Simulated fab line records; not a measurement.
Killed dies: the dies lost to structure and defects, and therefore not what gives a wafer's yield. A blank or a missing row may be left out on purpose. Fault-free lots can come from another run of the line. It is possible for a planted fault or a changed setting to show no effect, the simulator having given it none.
8D (eight disciplines) problem report, filled in by code | flow berkeleyCmos170 | the parts of the form that need people (team, actions taken, sign-off) are left out

1. PROBLEM STATEMENT
Wafers with no fault read 1.009 a.u. with a standard deviation of 0.019, whereas oesProductAu at UCB170_M1_ETCH_11 reads a mean of 1.140 a.u. on 1 wafer of 1 lot. That puts it +6.9 standard deviations away from the usual mean.
The step: etches BARC in N2/H2.
Earliest sighting: wafer L114.1 on rieDiel-02 at day 9 22:31. The record has a number at this step for 39 wafers belonging to 13 lots. The rule behind "out" and "out of limits": a value lying over 4 standard deviations away from the usual mean. The other wafers with a number count as sound.

2. WHAT IT IS AND WHAT IT IS NOT
question                    | is               | is not
which readings at this step | oesProductAu     | drypumpMotorCurrentA, throttleValvePct
which lots                  | L114             | L100, L101, L102, L103, L104, L106, L108, L109, L119, L120, L122, L999
which wafers of those lots  | L114.1           | L114.2, L114.3
read on which tools         | rieDiel-02       | rieDiel-01, rieDiel-04
when                        | from day 9 22:31 | up to then (29 sound wafers); but 9 sound wafers of L119, L120, L122 came after

3. WHAT RULES OUT EACH SUSPECT
Counting: if a tool at a process step up to the reading ran every lot that is out, it stays a suspect. Sound lots after the first of them don't rule it out here, since some wafers of a struck lot are sound.
- rieDiel-02 at UCB170_M1_ETCH_11 (etches BARC in N2/H2): kept. The lot that is out, L114, ran on it at day 9 22:31; the last sound lot it ran before that was L109, at day 8 23:34. Out on those wafers are its own readings of oesProductAu.
- rieDiel-02, UCB170_M1_ETCH_11: wafers that are out in chamber 0, sound lot-mates in chambers 1, 2.
The count leaves rieDiel-02 at UCB170_M1_ETCH_11.

4. THE CAUSE (what the simulator had put in)
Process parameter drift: rieDiel-02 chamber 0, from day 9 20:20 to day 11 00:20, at UCB170_M1_ETCH_11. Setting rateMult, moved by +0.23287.
The count eliminated every tool but this one.

5. THE CHAIN OF EFFECTS, in route order
Each row: a reading where the mean over the struck wafers with a number is more than 3 standard deviations away from the usual. Only readings for which the record gives a usual standard deviation are gone through. hours: the time from each lot's start at the first step in this table that gives one to its start at this step, as a median over the lots. sigmas: the change in usual standard deviations.
hours | step              | reading      | usual      | on struck wafers | change | sigmas
0     | UCB170_M1_ETCH_11 | oesProductAu | 1.009 a.u. | 1.140            | +0.131 | +6.9
Its process steps:
- UCB170_M1_ETCH_11: etches BARC in N2/H2.
Later steps that measure or inspect, where all struck wafers having a row at the step show a number for every such reading and not one has moved that far: UCB170_V2_CD_MEAS_12, UCB170_M3_CD_MEAS_15.

6. HOW IT WOULD HAVE BEEN CAUGHT EARLIER
In this record no reading fell out of limits until day 9 22:31, 2 hours after the fault had begun at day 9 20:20.
